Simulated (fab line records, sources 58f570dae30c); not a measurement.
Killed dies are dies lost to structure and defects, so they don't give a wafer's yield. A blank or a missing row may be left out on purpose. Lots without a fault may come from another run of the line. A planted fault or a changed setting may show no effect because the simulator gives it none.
Split-lot experiment | flow berkeley_cmos170 | 5 lots, 23 wafers read, on a route of 331 steps

THE SPLIT
At UCB170_ACTIVE_CVD_05 (deposits Si3N4 from SiH2Cl2/NH3, target thk 220 nm, time 3300 s), the setting time_s was moved away from the recipe's 3300 s on 10 of the 23 wafers read, by -5.0% to +5.6%. The other wafers ran this setting at the recipe's value.

The file shows no step between the split and the reading.

THE READING
ACTIVE_NITRIDE_THK, in nm, at UCB170_ACTIVE_THK_MEAS_06. Fault-free wafers of this fab line usually give 220.3 nm, standard deviation 2.2 nm.

wafer  | tool, chamber at the split | time_s as run, s | against the recipe | ACTIVE_NITRIDE_THK, nm | against lot-mates on the recipe
L076.1 | -, -                       | 3486             | +5.6%              | 230.4                  | no lot-mate on the recipe
L076.2 | -, -                       | 3486             | +5.6%              | 230.2                  | no lot-mate on the recipe
L076.3 | -, -                       | 3486             | +5.6%              | 229.2                  | no lot-mate on the recipe
L076.4 | -, -                       | 3486             | +5.6%              | 230.6                  | no lot-mate on the recipe
L076.5 | -, -                       | 3486             | +5.6%              | 231.1                  | no lot-mate on the recipe
L077.1 | -, -                       | 3300             | recipe             | 221.6                  | -
L077.2 | -, -                       | 3300             | recipe             | 219.8                  | -
L077.3 | -, -                       | 3300             | recipe             | 220.7                  | -
L077.4 | -, -                       | 3300             | recipe             | 221.7                  | -
L077.5 | -, -                       | 3300             | recipe             | 221.5                  | -
L081.2 | lpcvd-02, 0                | 3300             | recipe             | 221.4                  | -
L081.4 | lpcvd-02, 0                | 3300             | recipe             | 223.1                  | -
L081.6 | lpcvd-02, 0                | 3300             | recipe             | 222.4                  | -
L084.1 | -, -                       | 3300             | recipe             | 221.0                  | -
L084.2 | -, -                       | 3300             | recipe             | 219.2                  | -
L084.4 | -, -                       | 3300             | recipe             | 218.9                  | -
L084.5 | -, -                       | 3300             | recipe             | 220.4                  | -
L084.6 | -, -                       | 3300             | recipe             | 220.0                  | -
L085.2 | -, -                       | 3135             | -5.0%              | 211.1                  | no lot-mate on the recipe
L085.3 | -, -                       | 3135             | -5.0%              | 209.2                  | no lot-mate on the recipe
L085.4 | -, -                       | 3135             | -5.0%              | 210.7                  | no lot-mate on the recipe
L085.5 | -, -                       | 3135             | -5.0%              | 211.0                  | no lot-mate on the recipe
L085.6 | -, -                       | 3135             | -5.0%              | 210.1                  | no lot-mate on the recipe

THE FIT
A straight line over all 23 wafers: ACTIVE_NITRIDE_THK changes by +1.86 nm for each +1% of time_s; r = +0.99; the points scatter about the line by 1.2 nm.
Too few moved wafers have a lot-mate on the recipe to fit a line with each lot's own level taken away.

THE WHOLE CHAIN: every reading that the file lists as answering this split, in the file's order
step                      | what it does                                                    | reading                                                                        | change (the file's fit)              | r (the file's)
UCB170_ACTIVE_CVD_05      | deposits Si3N4 from SiH2Cl2/NH3, target thk 220 nm, time 3300 s | Si3N4_of_ACTIVE_CVD_05.thk_nm (the simulator's own value, which no gauge read) | +1.86 nm for each +1% of the setting | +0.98
UCB170_ACTIVE_THK_MEAS_06 |                                                                 | ACTIVE_NITRIDE_THK                                                             | +1.86 for each +1% of the setting    | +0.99

THE FILE'S OWN FIT
ACTIVE_NITRIDE_THK changes by +1.86 nm for each +1% of time_s, r = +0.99.
